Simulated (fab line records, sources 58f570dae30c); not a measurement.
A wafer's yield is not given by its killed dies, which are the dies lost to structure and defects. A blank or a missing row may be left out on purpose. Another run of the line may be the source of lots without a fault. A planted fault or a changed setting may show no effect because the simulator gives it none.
Problem report in the 8D (eight disciplines) form, filled by code / flow berkeley cmos170 / the parts of the form that need people (team, actions taken, sign-off) are left out

1. THE ISSUE
At UCB170_V2_STRIP_15, o2 flow sccm averages 479.6 sccm over 9 wafers from 3 lots, while fault-free wafers read 400.0 sccm, standard deviation 1.2. That is +66 standard deviations from the usual mean.
The step: strips in O2.
First observed at day 9 01:21: wafer L874.2, on plasma asher-03. At this step, 45 wafers from 15 lots have a number in the record. The rule behind "out" and "out of limits": a value lying over 4 standard deviations away from the usual mean. The other wafers with a number count as sound.

2. WHAT IT IS, WHAT IT ISN'T
question=which readings at this step | is=o2 flow sccm | is not=drypump motor current A
question=which lots | is=L874, L876, L878 | is not=L866, L867, L869, L879, L880, L881, L882, L883, L885, L886, L888, L889
question=which wafers of those lots | is=all that have a number | is not=-
question=read on which tools | is=plasma asher-03 | is not=plasma asher-01, plasma asher-02
question=when | is=from day 9 01:21 | is not=up to then (9 sound wafers); but 27 sound wafers of L879, L880, L881, L882, L883, L885, L886, L888, L889 came after

3. WHAT RULES OUT EACH SUSPECT
Counting: a tool stays on the suspect list if, at a process step up to the reading, it processed all lots that are out and no sound lot following the first of them.
- plasma asher-03 at UCB170_V2_STRIP_15 (strips in O2): kept. It ran every lot that is out, first L874 (day 9 01:21), and no sound lot after that; its last sound lot up to then is L869 (day 8 00:06). On those wafers its own readings are out: o2 flow sccm.
Remaining after the count: plasma asher-03 at UCB170_V2_STRIP_15.

4. THE CAUSE (what the simulator had put in)
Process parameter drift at UCB170_V2_STRIP_15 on plasma asher-03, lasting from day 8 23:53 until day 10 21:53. Setting o2 flow sccm, moved by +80, from 400. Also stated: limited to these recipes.
Counting left only this tool.

5. THE EFFECT CHAIN, in route order
Rows list readings where the struck wafers' mean (over those with a number) sits beyond 3 standard deviations from the usual. Scope: only readings with a usual standard deviation given in the record; hours: median across lots of the time from each lot's start at the first step in this table that gives one to its start at this step; sigmas: change in usual standard deviations.
hours=0; step=UCB170_V2_STRIP_15; reading=o2 flow sccm; usual=400.0 sccm; on struck wafers=479.6; change=+79.6; sigmas=+66
Its process steps:
- UCB170_V2_STRIP_15: strips in O2.

6. HOW IT WOULD HAVE BEEN CAUGHT EARLIER
In this record the first reading out of limits was taken at day 9 01:21, 1 hour after the fault began at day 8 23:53.
